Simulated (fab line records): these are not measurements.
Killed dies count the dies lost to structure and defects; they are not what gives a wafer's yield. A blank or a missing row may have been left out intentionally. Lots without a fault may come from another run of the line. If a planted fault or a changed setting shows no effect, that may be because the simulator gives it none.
2 desks looking at one fault | flow berkeley cmos170 | each desk holds nothing but its own numbers, with what lay behind them at the end

== FOR THE TOOL OWNER'S DESK: pvd sputter-03 ==
The tool's own readings at UCB170_M1_SPUTTER_00 (material Al, target thk 600 nm, time 80 s): means of the sampled wafers that have a number, for each lot that ran on this tool. A lot is out of limits, marked OUT, if its mean lies more than 4 standard deviations from the usual mean; the brackets give that distance.
Columns: A = throttle valve pct at UCB170_M1_SPUTTER_00, usual 30.2 %
lot  | first seen here | A
L740 | day 6 20:17     | 30.0
L743 | day 8 06:01     | 30.2
L750 | day 8 14:57     | 30.0
L749 | day 9 11:21     | 30.7
L755 | day 10 08:40    | 30.6
L760 | day 10 23:30    | 29.6
L762 | day 11 07:44    | 30.0
Result from this desk: across the 7 lots, nothing is out of limits.

== AT THE METROLOGY DESK ==
What the gauges read, lot by lot, whatever tool the lot ran on: means of the sampled wafers that have a number. A lot is out of limits, marked OUT, if its mean lies more than 4 standard deviations from the usual mean; the brackets give that distance.
Columns: A = START_OXIDE_THK at UCB170_START_THK_MEAS_03, usual 20.1 nm; B = M1_AL_RS at UCB170_M1_RS_MEAS_01, usual 0.0482 ohm/sq; C = cd nm at UCB170_M2_CD_MEAS_15, usual 700.1 nm
lot  | first seen here | A    | B                | C
L740 | day 1 13:36     | 19.8 | 0.0488           | 701.2
L743 | day 2 06:23     | 20.5 | 0.0490           | 700.9
L744 | day 2 10:47     | 19.6 | 0.0482           | 700.6
L747 | day 3 02:25     | 19.7 | 0.0478           | 698.6
L748 | day 3 05:23     | 20.3 | 0.0482           | 698.6
L749 | day 3 10:47     | 19.9 | 0.0485           | 699.4
L750 | day 3 15:24     | 20.2 | 0.0480           | 701.3
L751 | day 3 18:38     | 20.2 | 0.0480           | 699.5
L752 | day 3 23:40     | 20.0 | 0.0482           | 700.7
L755 | day 4 20:09     | 19.7 | 0.0481           | 699.5
L758 | day 5 07:38     | 20.4 | 0.0483           | 698.7
L760 | day 5 17:55     | 20.1 | 0.0330 (-37) OUT | -
L762 | day 6 04:22     | 19.8 | 0.0328 (-38) OUT | -
L763 | day 6 08:51     | 19.9 | 0.0486           | 699.2
This desk reports L760, L762 out of limits; the earliest was L760 at day 10 23:35 (M1_AL_RS at UCB170_M1_RS_MEAS_01). Within limits: L740, L743, L744, L747, L748, L749, L750, L751, L752, L755, L758, L763.

== ALL TOGETHER ==
Metrology desk: alarm possible at day 10 23:35 on L760, L762.
Nothing out of limits was seen by the tool owner's desk.
The tool owner's desk has L760, L762 on record, within its limits.
Every lot named ran UCB170_M1_SPUTTER_00 on pvd sputter-03.

== WHAT THE SIMULATOR HAD PUT IN ==
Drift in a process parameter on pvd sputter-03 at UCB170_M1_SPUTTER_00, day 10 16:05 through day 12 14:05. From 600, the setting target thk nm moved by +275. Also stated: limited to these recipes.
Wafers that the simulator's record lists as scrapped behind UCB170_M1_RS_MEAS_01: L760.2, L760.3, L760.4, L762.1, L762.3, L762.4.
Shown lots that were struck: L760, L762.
Hours from the fault's start to each desk's first reading out of limits: the metrology desk, 8.
